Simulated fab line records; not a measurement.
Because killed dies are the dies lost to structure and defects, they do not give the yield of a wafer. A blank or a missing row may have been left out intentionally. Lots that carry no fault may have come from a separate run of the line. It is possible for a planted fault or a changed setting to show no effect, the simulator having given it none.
fab line records	flow rit-cmos
record lots=15	wafers=45	last-day=7
route steps=202 shown PSD@148 CONTACT@179 M1@192
lots that met no fault: from a run of the same line without faults
start-h: start of the lot's first displayed wafer, in hours after the record's first day	wait-h: hours from the lot's prior step to this one	" identical to the entry in the row above	L1.1+2: one row covering several wafers at once	- no value present, or no start provided	* or withheld: withheld	< > ~ a bound
route shown NAME@n: NAME is a module with steps in the file, n the number in the route of the first one	usual: mean/standard deviation taken from wafers without a fault	same: alike in all rows	chamber/n: place in a boat	sites: each site's reading	_std_site: how widely they spread, as a standard deviation	_edge_site: the outer-site mean with the inner-site mean subtracted	radius-mm: how far each site lies from the wafer's centre	mask NAME#n: copy n	behind: the most recent tool/chamber to have shaped the wafer	hold: the reason the lot was held/the length of the hold in hours/how it ended	device: whichever transistor did not switch (one of n, p or np)	end of line: the tests these same wafers got at the end of their route	for a step that has no rows: nothing shown but its recipe	killed: dies lost to structure and defects at the first sort, not the wafer's yield	map: a wafer's dies, x killed, . not, _ none there
set.NAME: setting as actually run; set.NAME@STEP: the setting as run at that earlier step	model.NAME: the simulator's own value behind a step, which no gauge read
steps of the route over a sample of lots; a table a step, a row a wafer
services: the hour from which a tool's chamber was out of use, counted from the record's first day as start-h (under 0 if before that day), plus the number of hours and why
## steps
# step RIT_PSD_OVL_MEAS_06
# usual PSD_OVL=-0.2/1.4
lot.wafer	tool	chamber	start-h	wait-h	PSD_OVL[nm]
L589.2	overlay-01	-	59.64	-	-0.3
L589.4	"	-	"	"	-1.4
L589.6	"	-	"	"	0.9
L590.2	overlay-01	-	64.93	-	-0.4
L590.3	"	-	"	"	2.0
L590.5	"	-	"	"	1.4
L591.1	overlay-01	-	71.54	-	1.6
L591.3	"	-	"	"	0.2
L591.4	"	-	"	"	1.3
L592.2	overlay-01	-	75.72	-	-4.0
L592.4	"	-	"	"	-1.0
L592.6	"	-	"	"	-2.9
L593.1	overlay-02	-	80.91	-	-3.5
L593.2	"	-	"	"	-0.8
L593.3	"	-	"	"	-2.4
L594.2	overlay-01	-	84.33	-	0.9
L594.4	"	-	"	"	-1.0
L594.5	"	-	"	"	-0.8
L595.2	overlay-02	-	89.44	-	-1.6
L595.4	"	-	"	"	-0.3
L595.6	"	-	"	"	0.6
L596.1	overlay-02	-	97.62	-	-0.9
L596.3	"	-	"	"	0.4
L596.5	"	-	"	"	-0.5
L597.2	overlay-01	-	99.40	-	1.7
L597.4	"	-	"	"	0.5
L597.5	"	-	"	"	2.4
L598.4	overlay-01	-	105.31	-	-0.5
L598.5	"	-	"	"	-0.2
L598.6	"	-	"	"	-0.1
L602.2	overlay-02	-	125.39	-	-1.1
L602.3	"	-	"	"	-1.4
L602.4	"	-	"	"	0.3
L603.1	overlay-01	-	129.08	-	1.3
L603.5	"	-	"	"	-0.9
L603.6	"	-	"	"	-1.7
L604.1	overlay-02	-	131.01	-	1.4
L604.2	"	-	"	"	0.6
L604.4	"	-	"	"	-1.4
L605.2	overlay-01	-	138.58	-	0.4
L605.3	"	-	"	"	0.4
L605.6	"	-	"	"	-1.7
L607.1	overlay-01	-	148.85	-	-2.6
L607.2	"	-	"	"	-2.2
L607.5	"	-	"	"	-1.9
# step RIT_CONTACT_ETCH_11
# recipe target-depth-a=4800	over-etch-frac=0.2	stop-on=TiSi2	chemistry=CHF3/CF4/Ar	target=SiO2	CHF3_flow_sccm=50	cf4-flow-sccm=10	Ar_flow_sccm=100	O2_flow_sccm=5	pressure-mtorr=100	rf-w=200	time-s=320
# usual drypump-motor-current-A=5.7/0.48	oes-product-au=0.989/0.016	throttle-valve-pct=8.87/0.11
lot.wafer	tool	chamber	start-h	wait-h	drypump-motor-current-A	oes-product-au	rf-hours-counter-h	throttle-valve-pct
L589.2	rie-diel-02	3	63.15	0.1	6.0	0.966	6	8.82
L589.4	"	1	"	"	5.0	0.979	77	8.97
L589.6	"	3	"	"	6.0	0.964	-	8.84
L590.2	rie-diel-04	0	68.45	0.1	5.9	1.000	108	8.83
L590.3	"	3	"	"	6.1	0.974	0	8.91
L590.5	"	2	"	"	6.2	0.984	-	8.87
L591.1	rie-diel-04	2	75.06	0.1	6.2	0.992	140	8.88
L591.3	"	1	"	"	5.9	0.973	104	8.72
L591.4	"	3	"	"	6.1	0.977	0	8.91
L592.2	rie-diel-02	2	79.09	0.1	5.3	0.998	163	8.78
L592.4	"	3	"	"	6.0	0.976	7	8.83
L592.6	"	1	"	"	5.0	0.978	-	8.97
L593.1	rie-diel-03	0	84.41	0.1	5.6	1.020	3	9.10
L593.2	"	1	"	"	5.3	0.983	53	8.82
L593.3	"	2	"	"	5.7	0.970	138	9.04
L594.2	rie-diel-03	1	87.84	0.1	5.3	0.976	53	8.82
L594.4	"	0	"	"	5.5	1.015	3	9.10
L594.5	"	2	"	"	5.7	0.981	-	9.03
L595.2	rie-diel-04	3	92.83	0.1	6.1	0.975	1	8.90
L595.4	"	0	"	"	5.9	1.004	109	8.84
L595.6	"	1	"	"	5.8	0.971	-	8.73
L596.1	rie-diel-02	1	101.02	0.1	5.0	0.978	77	8.96
L596.3	"	0	"	"	6.3	0.998	84	8.88
L596.5	"	3	"	"	6.0	0.980	-	8.84
L597.2	rie-diel-04	2	102.93	0.1	6.2	0.993	140	8.89
L597.4	"	0	"	"	5.9	1.001	109	8.84
L597.5	"	1	"	"	5.9	0.963	-	8.71
L598.4	rie-diel-03	2	108.81	0.1	5.6	0.976	139	9.02
L598.5	"	1	"	"	5.3	0.979	-	8.81
L598.6	"	0	"	"	5.6	1.012	-	9.10
L602.2	rie-diel-03	2	128.80	0.1	5.6	0.971	139	9.03
L602.3	"	3	"	"	4.7	1.002	49	8.68
L602.4	"	1	"	"	5.3	0.977	54	8.81
L603.1	rie-diel-02	2	132.60	0.1	5.3	1.013	1	8.78
L603.5	"	0	"	"	6.3	0.999	-	8.89
L603.6	"	2	"	"	5.3	1.007	-	8.79
L604.1	rie-diel-04	0	134.52	0.1	5.9	0.996	110	8.82
L604.2	"	2	"	"	6.2	0.998	141	8.88
L604.4	"	1	"	"	5.9	0.965	106	8.71
L605.2	rie-diel-02	3	142.10	0.1	5.9	0.961	8	8.84
L605.3	"	2	"	"	5.3	1.016	1	8.80
L605.6	"	0	"	"	6.3	0.996	-	8.89
L607.1	rie-diel-03	2	152.43	0.1	5.6	0.972	139	9.02
L607.2	"	1	"	"	5.3	0.983	54	8.81
L607.5	"	0	"	"	5.6	1.001	-	9.08
# step RIT_CONTACT_STRIP_12
# recipe chemistry=O2	time-s=180	resist=NOVOLAK	platen-temp-c=withheld	power-w=500	pressure-mtorr=4000	o2-flow-sccm=4000
# usual drypump-motor-current-A=5.6/0.42
lot.wafer	tool	chamber	start-h	wait-h	drypump-motor-current-A	rf-hours-counter-h
L589.2	plasma-asher-03	0	63.35	0.1	5.3	41
L589.4	"	0	"	"	5.3	-
L589.6	"	1	"	"	5.2	-
L590.2	plasma-asher-03	1	68.65	0.1	5.2	42
L590.3	"	1	"	"	5.2	-
L590.5	"	0	"	"	5.3	-
L591.1	plasma-asher-01	0	75.26	0.1	4.8	30
L591.3	"	0	"	"	4.8	-
L591.4	"	1	"	"	5.9	-
L592.2	plasma-asher-01	1	79.29	0.1	5.9	30
L592.4	"	0	"	"	4.8	-
L592.6	"	0	"	"	4.8	-
L593.1	plasma-asher-04	0	84.60	0.1	5.8	42
L593.2	"	1	"	"	5.8	42
L593.3	"	0	"	"	5.9	-
L594.2	plasma-asher-01	1	88.03	0.1	5.9	31
L594.4	"	0	"	"	4.8	-
L594.5	"	1	"	"	5.9	-
L595.2	plasma-asher-04	1	93.03	0.1	5.8	43
L595.4	"	0	"	"	5.9	-
L595.6	"	0	"	"	5.8	-
L596.1	plasma-asher-01	1	101.22	0.1	5.9	33
L596.3	"	0	"	"	4.8	-
L596.5	"	0	"	"	4.8	-
L597.2	plasma-asher-03	1	103.13	0.1	5.2	46
L597.4	"	1	"	"	5.2	-
L597.5	"	1	"	"	5.2	-
L598.4	plasma-asher-04	0	109.06	0.2	5.8	-
L598.5	"	0	"	"	5.8	-
L598.6	"	1	"	"	5.8	-
L602.2	plasma-asher-04	1	128.99	0.1	5.8	48
L602.3	"	1	"	"	5.8	-
L602.4	"	0	"	"	5.8	-
L603.1	plasma-asher-01	1	132.80	0.1	5.9	37
L603.5	"	0	"	"	4.8	-
L603.6	"	1	"	"	5.9	-
L604.1	plasma-asher-04	0	134.71	0.1	5.9	48
L604.2	"	1	"	"	5.8	48
L604.4	"	1	"	"	5.8	-
L605.2	plasma-asher-04	0	142.29	0.1	5.9	49
L605.3	"	0	"	"	5.8	-
L605.6	"	1	"	"	5.8	-
L607.1	plasma-asher-04	1	152.62	0.1	5.8	50
L607.2	"	0	"	"	5.8	50
L607.5	"	0	"	"	5.9	-
# step RIT_M1_DEVELOP_08
# recipe resist=NOVOLAK	develop-time-s=68	dev-temp-c=23
lot.wafer	tool	chamber	start-h	wait-h
L589.2+4+6	litho-track-02	0	65	-
L590.2+3+5	litho-track-01	0	70	-
L591.1+3+4	litho-track-02	0	77	-
L592.2+4+6	litho-track-04	0	81	-
L593.1+2+3	litho-track-02	0	86	-
L594.2+4+5	litho-track-01	0	89	-
L595.2+4+6	litho-track-02	0	94	-
L596.1+3+5	litho-track-01	0	103	-
L597.2+4+5	litho-track-02	0	105	-
L598.4+5+6	litho-track-01	0	110	-
L602.2+3+4	litho-track-02	0	130	-
L603.1+5+6	litho-track-04	0	134	-
L604.1+2+4	litho-track-04	0	136	-
L605.2+3+6	litho-track-04	0	144	-
L607.1+2+5	litho-track-04	0	154	-
# step RIT_M1_CD_MEAS_09
# recipe target-cd-nm=2600
# usual cd-nm=2600.5/1.9
lot.wafer	tool	chamber	start-h	wait-h	hold	cd-nm
L589.2	cd-sem-01	-	65.40	-	-	2599.8
L589.4	"	-	"	"	-	2603.5
L589.6	"	-	"	"	-	2602.7
L590.2	cd-sem-02	-	70.67	-	-	2600.5
L590.3	"	-	"	"	-	2601.6
L590.5	"	-	"	"	-	2599.3
L591.1	cd-sem-02	-	77.26	-	-	2603.1
L591.3	"	-	"	"	-	2601.4
L591.4	"	-	"	"	-	2603.3
L592.2	cd-sem-01	-	81.30	-	-	2599.2
L592.4	"	-	"	"	-	2598.8
L592.6	"	-	"	"	-	2598.3
L593.1	cd-sem-02	-	86.73	-	-	2598.3
L593.2	"	-	"	"	-	2601.1
L593.3	"	-	"	"	-	2598.0
L594.2	cd-sem-02	-	90.05	-	-	2598.8
L594.4	"	-	"	"	-	2599.1
L594.5	"	-	"	"	-	2597.9
L595.2	cd-sem-02	-	95.11	-	-	2604.2
L595.4	"	-	"	"	-	2603.6
L595.6	"	-	"	"	-	2603.1
L596.1	cd-sem-01	-	103.77	-	-	2604.4
L596.3	"	-	"	"	-	2605.4
L596.5	"	-	"	"	-	2603.4
L597.2	cd-sem-01	-	105.30	-	-	2601.9
L597.4	"	-	"	"	-	2599.5
L597.5	"	-	"	"	-	2601.9
L598.4	cd-sem-01	-	111.06	-	-	2600.7
L598.5	"	-	"	"	-	2601.9
L598.6	"	-	"	"	-	2601.3
L602.2	cd-sem-01	-	131.15	-	-	2599.7
L602.3	"	-	"	"	-	2601.7
L602.4	"	-	"	"	-	2600.0
L603.1	cd-sem-01	-	134.81	-	-	2594.9
L603.5	"	-	"	"	-	2599.3
L603.6	"	-	"	"	-	2597.8
L604.1	cd-sem-02	-	136.85	-	await-dispo/0.2h/release	2639.8
L604.2	"	-	"	"	await-dispo/0.2h/release	2638.6
L604.4	"	-	"	"	await-dispo/0.2h/release	2637.4
L604.1	cd-sem-02	-	137.14	0.3	-	2639.7
L604.2	"	-	"	"	-	2638.7
L604.4	"	-	"	"	-	2637.2
L605.2	cd-sem-02	-	144.44	-	await-dispo/0.2h/release	2640.1
L605.3	"	-	"	"	await-dispo/0.2h/release	2642.7
L605.6	"	-	"	"	await-dispo/0.2h/release	2642.0
L605.2	cd-sem-02	-	144.72	0.3	-	2640.1
L605.3	"	-	"	"	-	2642.6
L605.6	"	-	"	"	-	2641.9
L607.1	cd-sem-01	-	154.81	-	await-dispo/0.2h/release	2632.8
L607.2	"	-	"	"	await-dispo/0.2h/release	2635.4
L607.5	"	-	"	"	await-dispo/0.2h/release	2633.8
L607.1	cd-sem-01	-	155.09	0.3	-	2632.2
L607.2	"	-	"	"	-	2635.4
L607.5	"	-	"	"	-	2633.5
# step RIT_M1_PROBE_99
# usual defect-limited-yield=97.4/1	killed-at-contacts=0.1/0.3	killed-at-front-end=6.7/2.6	killed-dies=6.8/2.6	killed-open=3.3/1.7	killed-short=3.4/2	sort_bin_3_pad_short=0.1/0.24	sort_bin_5_function=1.5/0.77	sort_bin_6_memory=1.0/0.61	sort-n-pass=257.2/2.6	sort-yield-pct=97.4/1
# same gross-dies=264	killed_at_M0_to_M3=0	killed_at_M4_up=0	killed-at-back-side=0	killed-at-other=0
lot.wafer	tool	chamber	start-h	wait-h	defect-limited-yield[%]	killed-at-contacts	killed-at-front-end	killed-dies	killed-open	killed-short	sort_bin_3_pad_short[%]	sort_bin_5_function[%]	sort_bin_6_memory[%]	sort-n-pass	sort-yield-pct[%]
L589.2	prober-02	-	68.10	0.1	98.5	0	4	4	1	3	0	0.8	0.8	260.0	98.5
L589.4	prober-02	-	68.20	0.2	95.5	0	12	12	6	6	0.4	1.5	2.7	252.0	95.5
L589.6	prober-02	-	68.30	0.2	98.1	0	5	5	2	3	0	1.5	0.4	259.0	98.1
L590.2	prober-01	-	73.37	0.1	95.5	1	11	12	7	5	0.4	2.3	1.9	252.0	95.5
L590.3	prober-01	-	73.42	0.2	95.8	0	11	11	5	6	0	2.7	1.5	253.0	95.8
L590.5	prober-01	-	73.52	0.2	96.6	0	9	9	3	6	0.4	1.9	1.1	255.0	96.6
L591.1	prober-02	-	79.91	0.1	98.9	0	3	3	3	0	0	0.4	0.8	261.0	98.9
L591.3	prober-02	-	80.01	0.2	97.7	0	6	6	2	4	0.4	0.4	1.5	258.0	97.7
L591.4	prober-02	-	80.06	0.2	97.0	0	8	8	6	2	0	2.3	0.8	256.0	97.0
L592.2	prober-01	-	83.99	0.1	97.0	0	8	8	4	4	0	2.3	0.8	256.0	97.0
L592.4	prober-01	-	84.09	0.2	97.0	0	8	8	4	4	0	1.1	1.9	256.0	97.0
L592.6	prober-01	-	84.19	0.2	97.7	0	6	6	1	4	0.4	1.1	0.8	258.0	97.7
L593.1	prober-02	-	89.39	0.1	96.6	0	9	9	4	5	0.8	1.5	1.1	255.0	96.6
L593.2	prober-02	-	89.44	0.1	99.2	0	2	2	0	2	0	0.8	0	262.0	99.2
L593.3	prober-02	-	89.49	0.2	96.2	0	10	10	3	7	0	2.7	1.1	254.0	96.2
L594.2	prober-01	-	92.74	0.1	98.5	0	4	4	2	2	0	0.8	0.8	260.0	98.5
L594.4	prober-01	-	92.84	0.2	97.3	0	7	7	5	2	0	1.5	1.1	257.0	97.3
L594.5	prober-01	-	92.89	0.2	97.3	0	7	7	5	2	0	1.1	1.5	257.0	97.3
L595.2	prober-02	-	97.96	0.1	97.7	0	6	6	2	4	0.8	0.4	1.1	258.0	97.7
L595.4	prober-02	-	98.06	0.2	98.9	0	3	3	2	1	0	0.4	0.8	261.0	98.9
L595.6	prober-02	-	98.16	0.2	97.0	0	8	8	3	5	0	1.9	1.1	256.0	97.0
L596.1	prober-02	-	106.54	0.1	97.7	0	6	6	3	2	0	1.5	0.8	258.0	97.7
L596.3	prober-02	-	106.64	0.2	98.1	0	5	5	2	1	0	1.1	0.8	259.0	98.1
L596.5	prober-02	-	106.74	0.2	97.0	0	8	8	3	5	0.4	1.9	0.8	256.0	97.0
L597.2	prober-01	-	108.15	0.1	98.1	0	5	5	4	1	0	0.8	1.1	259.0	98.1
L597.4	prober-01	-	108.25	0.2	98.1	0	5	5	3	2	0	1.5	0.4	259.0	98.1
L597.5	prober-01	-	108.30	0.2	97.7	0	6	6	3	3	0	0.8	1.5	258.0	97.7
L598.4	prober-01	-	113.81	0.2	97.3	0	7	7	6	1	0	1.9	0.8	257.0	97.3
L598.5	prober-01	-	113.86	0.2	98.1	0	5	5	1	4	0	1.1	0.8	259.0	98.1
L598.6	prober-01	-	113.91	0.2	98.5	0	4	4	1	3	0	0.8	0.8	260.0	98.5
L602.2	prober-01	-	133.85	0.1	95.8	0	11	11	4	7	0	3.0	1.1	253.0	95.8
L602.3	prober-01	-	133.90	0.2	97.0	0	8	8	3	5	0.4	1.5	1.1	256.0	97.0
L602.4	prober-01	-	133.95	0.2	97.0	0	8	8	4	4	0.8	1.1	1.1	256.0	97.0
L603.1	prober-01	-	137.47	0.1	98.1	0	5	5	5	0	0	0.8	1.1	259.0	98.1
L603.5	prober-01	-	137.67	0.2	97.0	0	8	8	6	2	0.4	1.9	0.8	256.0	97.0
L603.6	prober-01	-	137.72	0.2	98.1	0	5	5	2	3	0	1.5	0.4	259.0	98.1
L604.1	prober-01	-	149.48	0.1	97.3	1	6	7	6	1	0	2.3	0.4	257.0	97.3
L604.2	prober-01	-	149.53	0.1	98.5	0	4	4	3	1	0	0.8	0.8	260.0	98.5
L604.4	prober-01	-	149.63	0.2	97.3	0	7	7	2	5	0	0.4	2.3	257.0	97.3
L605.2	prober-02	-	151.40	0.1	96.2	0	10	10	5	5	0.4	1.9	1.5	254.0	96.2
L605.3	prober-02	-	151.45	0.2	98.1	0	5	5	2	3	0	1.1	0.8	259.0	98.1
L605.6	prober-02	-	151.60	0.2	98.1	0	5	5	3	2	0	0.4	1.5	259.0	98.1
L607.1	prober-02	-	168.70	0.1	96.2	0	10	10	4	6	0	2.3	1.5	254.0	96.2
L607.2	prober-02	-	168.75	0.1	98.5	0	4	4	3	1	0	0.8	0.8	260.0	98.5
L607.5	prober-02	-	168.90	0.2	98.1	0	5	5	5	0	0	1.5	0.4	259.0	98.1
# killed by level:class
L589.2 GATE:geometric-particle:short=2 FOX1:geometric-particle:short=1 GATE:geometric-particle:open=1
L589.4 GATE:geometric-particle:short=5 GATE:geometric-particle:open=3 REOX:geometric-particle:open=2 FOX1:geometric-particle:open=1 REOX:geometric-particle:short=1
L589.6 GATE:geometric-particle:open=2 FOX1:geometric-particle:short=1 GATE:geometric-particle:short=1 REOX:geometric-particle:short=1
L590.2 GATE:geometric-particle:short=2 GATE:geometric-particle:open=2 SILICIDE:geometric-particle:open=2 FOX1:geometric-particle:short=1 FOX2:geometric-particle:short=1 REOX:geometric-particle:open=1 SPACER:geometric-particle:open=1 SILICIDE:geometric-particle:short=1
L590.3 FOX1:geometric-particle:short=2 GATE:geometric-particle:open=2 GATE:geometric-particle:short=2 SPACER:geometric-particle:open=2 FOX1:geometric-particle:open=1 FOX2:geometric-particle:short=1 SPACER:geometric-particle:short=1
L590.5 GATE:geometric-particle:open=2 GATE:geometric-particle:short=2 FOX1:geometric-particle:short=1 REOX:geometric-particle:short=1 REOX:geometric-particle:open=1 SPACER:geometric-particle:short=1 SILICIDE:geometric-particle:short=1
L591.1 FOX1:geometric-particle:open=1 FOX2:geometric-particle:open=1 GATE:geometric-particle:open=1
L591.3 REOX:geometric-particle:short=2 GATE:geometric-particle:open=1 SPACER:geometric-particle:short=1 SILICIDE:geometric-particle:open=1 SILICIDE:geometric-particle:short=1
L591.4 FOX1:geometric-particle:open=3 GATE:geometric-particle:open=2 FOX1:geometric-particle:short=1 FOX2:geometric-particle:short=1 SPACER:geometric-particle:open=1
L592.2 REOX:geometric-particle:short=3 GATE:geometric-particle:open=2 FOX2:geometric-particle:open=1 GATE:geometric-particle:short=1 SPACER:geometric-particle:open=1
L592.4 GATE:geometric-particle:short=3 GATE:geometric-particle:open=2 ACTIVE:geometric-particle:open=1 FOX1:geometric-particle:open=1 FOX1:geometric-particle:short=1
L592.6 REOX:geometric-particle:short=3 GATE:geometric-particle:short=1 SILICIDE:geometric-particle:open=1 PLDD:coat-microbubble-printed=1
L593.1 GATE:geometric-particle:short=3 GATE:geometric-particle:open=2 REOX:geometric-particle:short=2 SPACER:geometric-particle:open=2
L593.2 SPACER:geometric-particle:short=1 SILICIDE:geometric-particle:short=1
L593.3 GATE:geometric-particle:short=2 GATE:geometric-particle:open=2 REOX:geometric-particle:short=2 FOX1:geometric-particle:short=1 REOX:geometric-particle:open=1 SPACER:geometric-particle:short=1 SILICIDE:geometric-particle:short=1
L594.2 GATE:geometric-particle:short=2 FOX1:geometric-particle:open=1 GATE:geometric-particle:open=1
L594.4 FOX1:geometric-particle:short=2 FOX2:geometric-particle:open=2 GATE:geometric-particle:open=2 FOX1:geometric-particle:open=1
L594.5 GATE:geometric-particle:open=2 FOX1:geometric-particle:open=1 FOX1:geometric-particle:short=1 FOX2:geometric-particle:open=1 FOX2:geometric-particle:short=1 SILICIDE:geometric-particle:open=1
L595.2 ACTIVE:geometric-particle:short=1 FOX1:geometric-particle:short=1 GATE:geometric-particle:short=1 GATE:geometric-particle:open=1 SILICIDE:geometric-particle:open=1 SILICIDE:geometric-particle:short=1
L595.4 GATE:geometric-particle:open=2 GATE:geometric-particle:short=1
L595.6 SPACER:geometric-particle:short=3 GATE:geometric-particle:open=2 FOX2:geometric-particle:open=1 GATE:geometric-particle:short=1 SILICIDE:geometric-particle:short=1
L596.1 FOX1:geometric-particle:open=2 REOX:geometric-particle:short=2 GATE:geometric-particle:open=1 PWELL:coat-microbubble-printed=1
L596.3 PWELL:coat-microbubble-printed=2 FOX1:geometric-particle:open=1 FOX1:geometric-particle:short=1 REOX:geometric-particle:open=1
L596.5 GATE:geometric-particle:short=2 REOX:geometric-particle:open=2 FOX1:geometric-particle:short=1 GATE:geometric-particle:open=1 REOX:geometric-particle:short=1 SPACER:geometric-particle:short=1
L597.2 REOX:geometric-particle:open=2 FOX1:geometric-particle:open=1 FOX1:geometric-particle:short=1 SPACER:geometric-particle:open=1
L597.4 REOX:geometric-particle:open=2 FOX2:geometric-particle:open=1 GATE:geometric-particle:short=1 SILICIDE:geometric-particle:short=1
L597.5 GATE:geometric-particle:short=2 GATE:geometric-particle:open=2 REOX:geometric-particle:short=1 REOX:geometric-particle:open=1
L598.4 GATE:geometric-particle:open=5 SPACER:geometric-particle:short=1 SILICIDE:geometric-particle:open=1
L598.5 GATE:geometric-particle:short=2 SPACER:geometric-particle:short=2 FOX1:geometric-particle:open=1
L598.6 GATE:geometric-particle:open=1 GATE:geometric-particle:short=1 REOX:geometric-particle:short=1 SPACER:geometric-particle:short=1
L602.2 SPACER:geometric-particle:short=2 SPACER:geometric-particle:open=2 SILICIDE:geometric-particle:open=2 SILICIDE:geometric-particle:short=2 FOX1:geometric-particle:short=1 GATE:geometric-particle:short=1 REOX:geometric-particle:short=1
L602.3 FOX1:geometric-particle:short=4 REOX:geometric-particle:open=2 FOX1:geometric-particle:open=1 GATE:geometric-particle:short=1
L602.4 GATE:geometric-particle:open=4 FOX1:geometric-particle:short=2 GATE:geometric-particle:short=1 SILICIDE:geometric-particle:short=1
L603.1 REOX:geometric-particle:open=3 SPACER:geometric-particle:open=1 SILICIDE:geometric-particle:open=1
L603.5 FOX2:geometric-particle:open=2 GATE:geometric-particle:open=2 SPACER:geometric-particle:open=2 GATE:geometric-particle:short=1 REOX:geometric-particle:short=1
L603.6 REOX:geometric-particle:short=2 GATE:geometric-particle:short=1 SPACER:geometric-particle:open=1 SILICIDE:geometric-particle:open=1
L604.1 GATE:geometric-particle:open=2 SPACER:geometric-particle:open=2 FOX1:geometric-particle:open=1 REOX:geometric-particle:short=1 CONTACT:geometric-particle:open=1
L604.2 FOX2:geometric-particle:short=1 FOX2:geometric-particle:open=1 GATE:geometric-particle:open=1 REOX:geometric-particle:open=1
L604.4 GATE:geometric-particle:short=2 REOX:geometric-particle:short=2 FOX1:geometric-particle:open=1 FOX2:geometric-particle:short=1 GATE:geometric-particle:open=1
L605.2 GATE:geometric-particle:open=3 REOX:geometric-particle:short=2 SPACER:geometric-particle:short=2 FOX2:geometric-particle:open=1 GATE:geometric-particle:short=1 SILICIDE:geometric-particle:open=1
L605.3 GATE:geometric-particle:short=2 GATE:geometric-particle:open=1 REOX:geometric-particle:open=1 SPACER:geometric-particle:short=1
L605.6 GATE:geometric-particle:open=2 FOX2:geometric-particle:open=1 GATE:geometric-particle:short=1 SILICIDE:geometric-particle:short=1
L607.1 GATE:geometric-particle:open=2 GATE:geometric-particle:short=2 SILICIDE:geometric-particle:short=2 FOX2:geometric-particle:short=1 REOX:geometric-particle:short=1 SPACER:geometric-particle:open=1 SILICIDE:geometric-particle:open=1
L607.2 FOX2:geometric-particle:open=1 GATE:geometric-particle:open=1 GATE:geometric-particle:short=1 SILICIDE:geometric-particle:open=1
L607.5 GATE:geometric-particle:open=2 SPACER:geometric-particle:open=2 FOX1:geometric-particle:open=1
## services
tool	chamber	start-h	hours	kind
rie-diel-02	3	45.81	6.1	repair
rie-diel-03	2	52.50	9.5	repair
rie-diel-03	3	59.59	4.2	repair
plasma-asher-04	-	62.96	15.9	pm
rie-diel-02	2	84.55	-	clean
rie-diel-02	2	84.55	20.4	scheduled-down
rie-diel-02	2	84.55	20.4	vent-cycle
plasma-asher-03	-	107.08	5.2	repair
plasma-asher-03	-	112.27	9.0	pm
plasma-asher-03	0	112.27	9.0	vent-cycle
plasma-asher-03	1	112.27	9.0	vent-cycle
rie-diel-03	-	113.42	1.0	repair
rie-diel-02	3	121.12	15.6	repair
plasma-asher-03	0	121.27	-	clean
plasma-asher-03	1	121.27	-	clean
rie-diel-02	1	122.91	2.9	repair
rie-diel-03	-	131.76	14.6	pm
rie-diel-02	-	137.36	2.8	pm
rie-diel-02	3	146.63	4.1	repair
## key
first-sign step=RIT_M1_CD_MEAS_09	reading=visit	direction=added	through=control-loop
effect step=RIT_M1_CD_MEAS_09	reading=cd-nm	direction=up	sigmas=20	usual=2600.5	struck=2638.0	through=control-loop
met-at RIT_M1_DEVELOP_08
struck-lots L604,L605,L607
loop-trim step=RIT_M1_EXPOSE_06	setting=dose	lots=L607
not-acting-at RIT_PSD_OVL_MEAS_06,RIT_CONTACT_ETCH_11,RIT_CONTACT_STRIP_12
onset-between 134 136
also-fits time
fault kind=process-parameter-drift	tool=litho-track-04	chamber=-	onset-h=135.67	steps=RIT_M1_DEVELOP_08	channel=develop-time-s	offset=*	shape=step	end-h=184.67	acts-in=*	stated=*
# loop-trim: a control loop set the setting to another value than it would have without faults
